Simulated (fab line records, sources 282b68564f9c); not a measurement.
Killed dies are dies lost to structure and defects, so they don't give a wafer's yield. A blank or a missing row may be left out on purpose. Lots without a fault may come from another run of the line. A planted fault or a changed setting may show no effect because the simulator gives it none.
Which tool did it? | flow rit_cmos | 14 lots, 42 wafers sampled, at 5 steps of a route of 202

WHAT THE GAUGES READ, wafer by wafer
RIT_ACTIVE_CD_MEAS_11: target cd 1400 nm.
lot  | measured    | on        | cd_nm (nm)
L811 | day 1 15:25 | cd_sem-01 | 1400.7 1400.7 1403.1
L814 | day 2 05:47 | cd_sem-02 | 1403.0 1402.6 1403.1
L815 | day 2 10:33 | cd_sem-01 | 1403.9 1406.3 1402.9
L816 | day 2 16:47 | cd_sem-02 | 1402.9 1401.0 1401.9
L817 | day 2 21:09 | cd_sem-01 | 1400.1 1398.3 1399.1
L818 | day 3 02:16 | cd_sem-01 | 1401.9 1400.7 1401.4
L820 | day 3 11:35 | cd_sem-01 | 1396.3 1399.9 1399.5
L821 | day 3 17:47 | cd_sem-02 | 1405.0 1403.4 1406.0
L823 | day 4 03:23 | cd_sem-02 | 1400.0 1402.2 1402.1
L825 | day 4 13:17 | cd_sem-01 | 1400.7 1399.8 1399.4
L830 | day 5 13:36 | cd_sem-01 | 1397.3 1399.2 1400.9
L831 | day 5 19:16 | cd_sem-01 | 1401.7 1402.4 1399.9
L833 | day 6 05:11 | cd_sem-02 | 1402.4 1401.4 1401.6
L834 | day 6 09:30 | cd_sem-02 | 1400.5 1403.3 1402.9

RIT_PRETRO_TW_MEAS_10.
lot  | measured    | on            | PRETRO_TW
L811 | day 2 08:36 | film_metro-01 | 470 469 473
L814 | day 2 23:41 | film_metro-04 | 474 473 474
L815 | day 3 03:59 | film_metro-04 | 474 476 474
L816 | day 3 10:14 | film_metro-04 | 477 476 474
L817 | day 3 14:04 | film_metro-04 | 475 475 476
L818 | day 3 18:52 | film_metro-01 | 474 472 479
L820 | day 4 04:19 | film_metro-02 | 475 477 475
L821 | day 4 10:34 | film_metro-02 | 479 478 479
L823 | day 4 20:13 | film_metro-04 | 391 394 394 392 394 392
L825 | day 5 06:01 | film_metro-01 | 390 390 392 393 394 391
L830 | day 6 10:05 | film_metro-02 | 481 480 480
L831 | day 6 13:03 | film_metro-04 | 477 475 475
L833 | day 6 21:54 | film_metro-01 | 475 473 477
L834 | day 7 03:07 | film_metro-04 | 476 475 474

WHICH TOOL RAN EACH LOT (tool, then ch and the chambers of the sampled wafers, then the start)
lot  | RIT_NWELL_STRIP_09                  | RIT_NRETRO_STRIP_09                 | RIT_PRETRO_IMPLANT_08
L811 | plasma_asher-03 ch 0,1, day 1 21:56 | plasma_asher-02 ch 0,1, day 2 06:54 | implanter-02 ch 0, day 2 08:19
L814 | plasma_asher-01 ch 0,1, day 2 13:10 | plasma_asher-03 ch 0,1, day 2 21:52 | implanter-02 ch 0, day 2 23:25
L815 | plasma_asher-01 ch 0,1, day 2 17:32 | plasma_asher-02 ch 0,1, day 3 02:13 | implanter-02 ch 0, day 3 03:43
L816 | plasma_asher-04 ch 0,1, day 2 23:41 | plasma_asher-04 ch 1, day 3 08:23   | implanter-02 ch 0, day 3 09:56
L817 | plasma_asher-03 ch 0,1, day 3 03:21 | plasma_asher-04 ch 0, day 3 12:20   | implanter-03 ch 0, day 3 13:44
L818 | plasma_asher-03 ch 0,1, day 3 08:35 | plasma_asher-04 ch 0,1, day 3 17:08 | implanter-03 ch 0, day 3 18:32
L820 | plasma_asher-01 ch 0,1, day 3 17:55 | plasma_asher-04 ch 0,1, day 4 02:28 | implanter-02 ch 0, day 4 04:00
L821 | plasma_asher-04 ch 0,1, day 4 00:17 | plasma_asher-04 ch 0,1, day 4 08:50 | implanter-03 ch 0, day 4 10:14
L823 | plasma_asher-03 ch 0,1, day 4 09:41 | plasma_asher-02 ch 0,1, day 4 18:21 | implanter-03 ch 0, day 4 19:55
L825 | plasma_asher-01 ch 0,1, day 4 19:32 | plasma_asher-02 ch 0,1, day 5 04:10 | implanter-03 ch 0, day 5 05:43
L830 | plasma_asher-03 ch 0,1, day 5 21:18 | plasma_asher-02 ch 0,1, day 6 08:17 | implanter-02 ch 0, day 6 09:48
L831 | plasma_asher-01 ch 0,1, day 6 02:29 | plasma_asher-04 ch 0,1, day 6 11:12 | implanter-02 ch 0, day 6 12:44
L833 | plasma_asher-04 ch 0,1, day 6 11:32 | plasma_asher-04 ch 0,1, day 6 20:13 | implanter-01 ch 0, day 6 21:36
L834 | plasma_asher-04 ch 0,1, day 6 15:56 | plasma_asher-02 ch 0,1, day 7 01:17 | implanter-01 ch 0, day 7 02:49
- RIT_NWELL_STRIP_09: strips in O2, time 180 s.
- RIT_NRETRO_STRIP_09: strips in O2, time 180 s.
- RIT_PRETRO_IMPLANT_08

WHAT THE TOOLS THEMSELVES READ (means of the sampled wafers that have a number; where no wafer has one, the mark that the record gives instead)
RIT_NWELL_STRIP_09.
lot  | tool            | drypump_motor_current_A (A)
L811 | plasma_asher-03 | 5.9
L814 | plasma_asher-01 | 5.3
L815 | plasma_asher-01 | 5.3
L816 | plasma_asher-04 | 5.7
L817 | plasma_asher-03 | 5.9
L818 | plasma_asher-03 | 6.0
L820 | plasma_asher-01 | 5.3
L821 | plasma_asher-04 | 5.6
L823 | plasma_asher-03 | 6.2
L825 | plasma_asher-01 | 5.3
L830 | plasma_asher-03 | 6.2
L831 | plasma_asher-01 | 5.1
L833 | plasma_asher-04 | 5.7
L834 | plasma_asher-04 | 5.4

RIT_NRETRO_STRIP_09.
lot  | tool            | drypump_motor_current_A (A)
L811 | plasma_asher-02 | 6.1
L814 | plasma_asher-03 | 6.0
L815 | plasma_asher-02 | 6.1
L816 | plasma_asher-04 | 5.9
L817 | plasma_asher-04 | 5.2
L818 | plasma_asher-04 | 5.4
L820 | plasma_asher-04 | 5.7
L821 | plasma_asher-04 | 5.4
L823 | plasma_asher-02 | 6.1
L825 | plasma_asher-02 | 6.1
L830 | plasma_asher-02 | 6.1
L831 | plasma_asher-04 | 5.4
L833 | plasma_asher-04 | 5.7
L834 | plasma_asher-02 | 6.1

RIT_PRETRO_IMPLANT_08.
lot  | tool         | beam_on_s (s) | dose_ions_cm2 | faraday_current_uA
L811 | implanter-02 | 10.02         | 1.2006e+13    | 38.0
L814 | implanter-02 | 9.90          | 1.2008e+13    | 38.4
L815 | implanter-02 | 10.02         | 1.1980e+13    | 38.1
L816 | implanter-02 | 10.04         | 1.1983e+13    | 37.9
L817 | implanter-03 | 9.77          | 1.1984e+13    | 39.1
L818 | implanter-03 | 10.15         | 1.1992e+13    | 37.4
L820 | implanter-02 | 9.88          | 1.1991e+13    | 38.6
L821 | implanter-03 | 10.10         | 1.1998e+13    | 37.6
L823 | implanter-03 | 9.70          | 6.5893e+12    | 21.6
L825 | implanter-03 | 10.10         | 6.6150e+12    | 20.8
L830 | implanter-02 | 10.13         | 1.2000e+13    | 37.6
L831 | implanter-02 | 9.93          | 1.1994e+13    | 38.3
L833 | implanter-01 | 10.03         | 1.2004e+13    | 37.9
L834 | implanter-01 | 10.07         | 1.1999e+13    | 37.8

THE ANSWER, worked out from the rows above alone
Rule: what is usual is taken from the lots themselves. Put in order of their means at a reading, lots are off if they are a third of the lots or fewer, leave a main group of 4 or more, and stand apart from it by a gap of 3 or more times the standard deviation of the main group's means; of several such gaps the widest counts. A main group whose means are all the same, to the digits that the tables above print for the reading, isn't used. A lot without any number at a reading at which 4 lots or more have one is off too. The other lots that the step has rows for count as sound. The gauges are gone through in route order, then the tools' own readings, and for those a lot's mean is taken as printed above. The first step at which some lot is off is used, and at that step the reading that is off furthest; a lot without a number counts as furthest.
Off: L823, L825, at RIT_PRETRO_TW_MEAS_10 (PRETRO_TW). The main group: mean 475, standard deviation 2.3.
A tool fits if, at a process step before that reading, it ran every lot that is off, and no sound lot after the first of them. The gauges at RIT_PRETRO_TW_MEAS_10 aren't tried: what is off there is off at RIT_PRETRO_IMPLANT_08 too, on other tools, and a gauge's error can't cause that. One fits: implanter-03 at RIT_PRETRO_IMPLANT_08. Its last sound lot is L821 (day 4 10:14), its first lot that is off L823 (day 4 19:55): a fault that began between those two fits.
The tool's own readings at RIT_PRETRO_IMPLANT_08 bear it out: on the lots that are off they differ by more than 5 times the standard deviation of the sound lots' means. dose_ions_cm2 reads 6.6022e+12 there against 1.1995e+13 on the sound lots; faraday_current_uA reads 21.2 there against 38.1 on the sound lots.

WHAT THE SIMULATOR HAD PUT IN
Process parameter drift: implanter-03, from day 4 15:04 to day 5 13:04, at RIT_PRETRO_IMPLANT_08. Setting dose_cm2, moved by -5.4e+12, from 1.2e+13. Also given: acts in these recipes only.
Lots struck among those shown: L823, L825. The rule above found the same.
